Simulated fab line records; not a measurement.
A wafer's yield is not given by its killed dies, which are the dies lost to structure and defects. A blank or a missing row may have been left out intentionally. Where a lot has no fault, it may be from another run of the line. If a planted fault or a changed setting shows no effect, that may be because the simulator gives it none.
Which tool is to blame? || flow rit-cmos || 14 lots, 42 wafers sampled, at 3 steps of a route of 202

== WHAT THE GAUGES READ, wafer by wafer ==
RIT_PSD_TW_MEAS_10. Usual: PSD_TW typically reads 3418, with standard deviation 27.
{"lot": "L795", "measured": "day 3 11:57", "on": "film-metro-01", "PSD_TW": "3408 3406 3397", "flag": ""}
{"lot": "L796", "measured": "day 3 13:31", "on": "film-metro-01", "PSD_TW": "3371 3372 3380", "flag": ""}
{"lot": "L797", "measured": "day 3 18:10", "on": "film-metro-02", "PSD_TW": "3384 3352 3363", "flag": ""}
{"lot": "L803", "measured": "day 4 22:13", "on": "film-metro-01", "PSD_TW": "2610 2603 2605", "flag": "OFF"}
{"lot": "L805", "measured": "day 5 09:29", "on": "film-metro-04", "PSD_TW": "2629 2627 2634", "flag": "OFF"}
{"lot": "L808", "measured": "day 6 04:08", "on": "film-metro-02", "PSD_TW": "3413 3397 3400", "flag": ""}
{"lot": "L809", "measured": "day 6 15:47", "on": "film-metro-04", "PSD_TW": "3428 3449 3429", "flag": ""}
{"lot": "L810", "measured": "day 6 15:50", "on": "film-metro-01", "PSD_TW": "3455 3442 3440", "flag": ""}
{"lot": "L811", "measured": "day 6 18:43", "on": "film-metro-04", "PSD_TW": "3445 3464 3444", "flag": ""}
{"lot": "L814", "measured": "day 7 06:14", "on": "film-metro-04", "PSD_TW": "3438 3438 3444", "flag": ""}
{"lot": "L815", "measured": "day 7 11:37", "on": "film-metro-01", "PSD_TW": "3400 3393 3400", "flag": ""}
{"lot": "L816", "measured": "day 7 15:40", "on": "film-metro-04", "PSD_TW": "3438 3447 3463", "flag": ""}
{"lot": "L817", "measured": "day 7 18:31", "on": "film-metro-01", "PSD_TW": "3424 3421 3414", "flag": ""}
{"lot": "L818", "measured": "day 7 23:30", "on": "film-metro-01", "PSD_TW": "3422 3410 3411", "flag": ""}

RIT_SDANNEAL_RS_MEAS_04: the measuring method here is four-point-probe. Usual: PSD_RS typically reads 115.8 ohm/sq, with standard deviation 0.34.
{"lot": "L795", "measured": "day 3 12:26", "on": "film-metro-04", "PSD_RS (ohm/sq)": "115.4 115.5 115.5", "flag": ""}
{"lot": "L796", "measured": "day 3 14:00", "on": "film-metro-01", "PSD_RS (ohm/sq)": "115.6 115.4 115.5", "flag": ""}
{"lot": "L797", "measured": "day 3 18:40", "on": "film-metro-04", "PSD_RS (ohm/sq)": "115.2 115.3 115.2", "flag": ""}
{"lot": "L803", "measured": "day 4 22:42", "on": "film-metro-02", "PSD_RS (ohm/sq)": "153.5 152.8 153.5", "flag": "OFF"}
{"lot": "L805", "measured": "day 5 09:59", "on": "film-metro-02", "PSD_RS (ohm/sq)": "151.3 150.2 149.8", "flag": "OFF"}
{"lot": "L808", "measured": "day 6 04:38", "on": "film-metro-02", "PSD_RS (ohm/sq)": "115.5 115.5 115.8", "flag": ""}
{"lot": "L809", "measured": "day 6 16:16", "on": "film-metro-04", "PSD_RS (ohm/sq)": "115.7 115.1 115.5", "flag": ""}
{"lot": "L810", "measured": "day 6 16:20", "on": "film-metro-01", "PSD_RS (ohm/sq)": "115.8 116.0 115.6", "flag": ""}
{"lot": "L811", "measured": "day 6 19:12", "on": "film-metro-02", "PSD_RS (ohm/sq)": "116.3 116.3 116.6", "flag": ""}
{"lot": "L814", "measured": "day 7 06:49", "on": "film-metro-01", "PSD_RS (ohm/sq)": "115.9 116.0 116.1", "flag": ""}
{"lot": "L815", "measured": "day 7 12:08", "on": "film-metro-01", "PSD_RS (ohm/sq)": "115.4 115.8 115.3", "flag": ""}
{"lot": "L816", "measured": "day 7 16:11", "on": "film-metro-04", "PSD_RS (ohm/sq)": "115.1 115.3 115.3", "flag": ""}
{"lot": "L817", "measured": "day 7 19:02", "on": "film-metro-01", "PSD_RS (ohm/sq)": "116.0 116.0 116.4", "flag": ""}
{"lot": "L818", "measured": "day 8 00:02", "on": "film-metro-02", "PSD_RS (ohm/sq)": "116.2 116.1 115.8", "flag": ""}

== WHAT TOOL EACH LOT RAN ON (gives the tool, then ch and the chambers of the sampled wafers, and finally the start) ==
{"lot": "L795", "RIT_PSD_IMPLANT_08": "implanter-01 ch 0, day 3 11:37"}
{"lot": "L796", "RIT_PSD_IMPLANT_08": "implanter-01 ch 0, day 3 13:11"}
{"lot": "L797", "RIT_PSD_IMPLANT_08": "implanter-03 ch 0, day 3 17:46"}
{"lot": "L803", "RIT_PSD_IMPLANT_08": "implanter-03 ch 0, day 4 21:53"}
{"lot": "L805", "RIT_PSD_IMPLANT_08": "implanter-03 ch 0, day 5 09:11"}
{"lot": "L808", "RIT_PSD_IMPLANT_08": "implanter-02 ch 0, day 6 03:41"}
{"lot": "L809", "RIT_PSD_IMPLANT_08": "implanter-01 ch 0, day 6 15:27"}
{"lot": "L810", "RIT_PSD_IMPLANT_08": "implanter-02 ch 0, day 6 15:31"}
{"lot": "L811", "RIT_PSD_IMPLANT_08": "implanter-01 ch 0, day 6 18:23"}
{"lot": "L814", "RIT_PSD_IMPLANT_08": "implanter-02 ch 0, day 7 05:55"}
{"lot": "L815", "RIT_PSD_IMPLANT_08": "implanter-03 ch 0, day 7 11:17"}
{"lot": "L816", "RIT_PSD_IMPLANT_08": "implanter-03 ch 0, day 7 15:22"}
{"lot": "L817", "RIT_PSD_IMPLANT_08": "implanter-03 ch 0, day 7 18:11"}
{"lot": "L818", "RIT_PSD_IMPLANT_08": "implanter-03 ch 0, day 7 23:13"}
- RIT_PSD_IMPLANT_08

== WHAT THE TOOLS THEMSELVES READ (means of the sampled wafers that have a number; where no wafer has one, the mark that the record gives instead) ==
RIT_PSD_IMPLANT_08. Usual: beam-on-s 13.1 s, standard deviation 1.2; dose-ions-cm2 5e+15, standard deviation 4.7e+12; end-station-pressure-torr 1.42e-05 Torr, standard deviation 1.3e-06; faraday-current-uA 11838, standard deviation 1000.
{"lot": "L795", "tool": "implanter-01", "beam-on-s (s)": 13.5, "dose-ions-cm2": 5e+15, "end-station-pressure-torr (Torr)": 1.39e-05, "faraday-current-uA": 11348, "flag": ""}
{"lot": "L796", "tool": "implanter-01", "beam-on-s (s)": 13.7, "dose-ions-cm2": 5e+15, "end-station-pressure-torr (Torr)": 1.44e-05, "faraday-current-uA": 11152, "flag": ""}
{"lot": "L797", "tool": "implanter-03", "beam-on-s (s)": 12.1, "dose-ions-cm2": 5e+15, "end-station-pressure-torr (Torr)": 1.44e-05, "faraday-current-uA": 12709, "flag": ""}
{"lot": "L803", "tool": "implanter-03", "beam-on-s (s)": 10.0, "dose-ions-cm2": 1e+15, "end-station-pressure-torr (Torr)": 7.57e-06, "faraday-current-uA": 3147, "flag": "OFF"}
{"lot": "L805", "tool": "implanter-03", "beam-on-s (s)": 9.9, "dose-ions-cm2": 1e+15, "end-station-pressure-torr (Torr)": 7.07e-06, "faraday-current-uA": 3176, "flag": "OFF"}
{"lot": "L808", "tool": "implanter-02", "beam-on-s (s)": 15.1, "dose-ions-cm2": 5e+15, "end-station-pressure-torr (Torr)": 1.26e-05, "faraday-current-uA": 10229, "flag": ""}
{"lot": "L809", "tool": "implanter-01", "beam-on-s (s)": 13.4, "dose-ions-cm2": 5e+15, "end-station-pressure-torr (Torr)": 1.41e-05, "faraday-current-uA": 11454, "flag": ""}
{"lot": "L810", "tool": "implanter-02", "beam-on-s (s)": 14.8, "dose-ions-cm2": 5e+15, "end-station-pressure-torr (Torr)": 1.22e-05, "faraday-current-uA": 10433, "flag": ""}
{"lot": "L811", "tool": "implanter-01", "beam-on-s (s)": 13.2, "dose-ions-cm2": 5e+15, "end-station-pressure-torr (Torr)": 1.43e-05, "faraday-current-uA": 11618, "flag": ""}
{"lot": "L814", "tool": "implanter-02", "beam-on-s (s)": 15.0, "dose-ions-cm2": 5e+15, "end-station-pressure-torr (Torr)": 1.22e-05, "faraday-current-uA": 10290, "flag": ""}
{"lot": "L815", "tool": "implanter-03", "beam-on-s (s)": 12.3, "dose-ions-cm2": 5e+15, "end-station-pressure-torr (Torr)": 1.49e-05, "faraday-current-uA": 12501, "flag": ""}
{"lot": "L816", "tool": "implanter-03", "beam-on-s (s)": 12.2, "dose-ions-cm2": 5e+15, "end-station-pressure-torr (Torr)": 1.52e-05, "faraday-current-uA": 12562, "flag": ""}
{"lot": "L817", "tool": "implanter-03", "beam-on-s (s)": 12.2, "dose-ions-cm2": 5e+15, "end-station-pressure-torr (Torr)": 1.44e-05, "faraday-current-uA": 12570, "flag": ""}
{"lot": "L818", "tool": "implanter-03", "beam-on-s (s)": 11.9, "dose-ions-cm2": 5e+15, "end-station-pressure-torr (Torr)": 1.54e-05, "faraday-current-uA": 12867, "flag": ""}

== THE ANSWER, worked out from the rows above alone ==
Rule: a lot is off if the mean of its wafers that have a number lies more than 3 standard deviations from the usual mean. Also off: a lot with no number at a reading for which 4 or more lots have one. Where the step has rows for the other lots, those lots are counted as sound. Order of review: gauges by route order, followed by the tools' own readings, for which a lot's mean as printed above is used. At the first step where some lot is off, the reading lying furthest off is the one used; lots without a number count as furthest.
Off: at RIT_PSD_TW_MEAS_10 (PSD_TW), L803, L805.
If a tool, at a process step before that reading, ran all the lots that are off and no sound lot after the first of them, it fits. Not tried: the gauges at RIT_PSD_TW_MEAS_10; whatever is off there is also off at RIT_SDANNEAL_RS_MEAS_04, on other tools, and gauge error can't account for it. Not one of the candidates tried fits.

== WHAT HAD BEEN PUT IN BY THE SIMULATOR ==
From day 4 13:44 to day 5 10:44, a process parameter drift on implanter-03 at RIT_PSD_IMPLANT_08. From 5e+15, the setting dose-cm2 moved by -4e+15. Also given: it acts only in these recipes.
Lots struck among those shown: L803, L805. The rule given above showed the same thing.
